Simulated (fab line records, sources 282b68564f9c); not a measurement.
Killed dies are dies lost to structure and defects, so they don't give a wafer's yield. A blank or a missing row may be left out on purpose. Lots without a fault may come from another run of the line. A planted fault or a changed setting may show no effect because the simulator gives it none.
Which tool did it? | flow rit_cmos | 13 lots, 39 wafers sampled, at 2 steps of a route of 202

WHAT THE GAUGES READ, wafer by wafer
RIT_SDANNEAL_RS_MEAS_07: measures by four-point-probe.
lot  | measured    | on            | NLDD_RS (ohm/sq)
L189 | day 3 01:49 | film_metro-03 | 155.1 155.5 155.3
L190 | day 3 07:38 | film_metro-04 | 156.1 155.6 155.2
L191 | day 3 11:25 | film_metro-04 | 153.9 153.6 154.3
L192 | day 3 16:47 | film_metro-02 | 154.4 154.2 154.1
L193 | day 3 21:05 | film_metro-04 | 154.9 155.0 154.7
L194 | day 4 03:19 | film_metro-02 | 155.4 155.0 155.3
L195 | day 4 08:56 | film_metro-04 | 154.1 154.6 154.0
L202 | day 5 19:56 | film_metro-04 | - - -
L203 | day 5 23:44 | film_metro-02 | - - -
L204 | day 6 04:23 | film_metro-02 | - - -
L206 | day 6 16:11 | film_metro-02 | 154.6 154.1 154.3
L210 | day 7 11:23 | film_metro-03 | 154.4 154.4 154.3
L212 | day 8 01:45 | film_metro-03 | 154.4 154.0 154.7

WHICH TOOL RAN EACH LOT (tool, then ch and the chambers of the sampled wafers, then the start)
lot  | RIT_NLDD_IMPLANT_08
L189 | implanter-01 ch 0, day 2 17:35
L190 | implanter-02 ch 0, day 2 23:23
L191 | implanter-04 ch 0, day 3 03:02
L192 | implanter-01 ch 0, day 3 08:34
L193 | implanter-04 ch 0, day 3 13:00
L194 | implanter-01 ch 0, day 3 18:01
L195 | implanter-01 ch 0, day 4 00:26
L202 | implanter-04 ch 0, day 5 11:34
L203 | implanter-04 ch 0, day 5 15:43
L204 | implanter-04 ch 0, day 5 20:08
L206 | implanter-01 ch 0, day 6 08:07
L210 | implanter-02 ch 0, day 7 03:11
L212 | implanter-01 ch 0, day 7 17:01
- RIT_NLDD_IMPLANT_08

WHAT THE TOOLS THEMSELVES READ (means of the sampled wafers that have a number; where no wafer has one, the mark that the record gives instead)
The record holds no such reading with a usual standard deviation.

THE ANSWER, worked out from the rows above alone
Rule: what is usual is taken from the lots themselves. Put in order of their means at a reading, lots are off if they are a third of the lots or fewer, leave a main group of 4 or more, and stand apart from it by a gap of 3 or more times the standard deviation of the main group's means; of several such gaps the widest counts. A main group whose means are all the same, to the digits that the tables above print for the reading, isn't used. A lot without any number at a reading at which 4 lots or more have one is off too. The other lots that the step has rows for count as sound. The gauges are gone through in route order, then the tools' own readings, and for those a lot's mean is taken as printed above. The first step at which some lot is off is used, and at that step the reading that is off furthest; a lot without a number counts as furthest.
Off: L202, L203, L204, at RIT_SDANNEAL_RS_MEAS_07 (NLDD_RS). Without a number there: L202, L203, L204. The main group: mean 154.7 ohm/sq, standard deviation 0.54.
A tool fits if, at a process step before that reading, it ran every lot that is off, and no sound lot after the first of them. The gauges at RIT_SDANNEAL_RS_MEAS_07 are tried like those tools. One fits: implanter-04 at RIT_NLDD_IMPLANT_08. Its last sound lot is L193 (day 3 13:00), its first lot that is off L202 (day 5 11:34): a fault that began between those two fits.

WHAT THE SIMULATOR HAD PUT IN
Process parameter drift: implanter-04, from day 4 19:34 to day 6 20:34, at RIT_NLDD_IMPLANT_08. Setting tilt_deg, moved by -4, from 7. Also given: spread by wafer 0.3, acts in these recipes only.
Lots struck among those shown: L202, L203, L204. The rule above found the same.
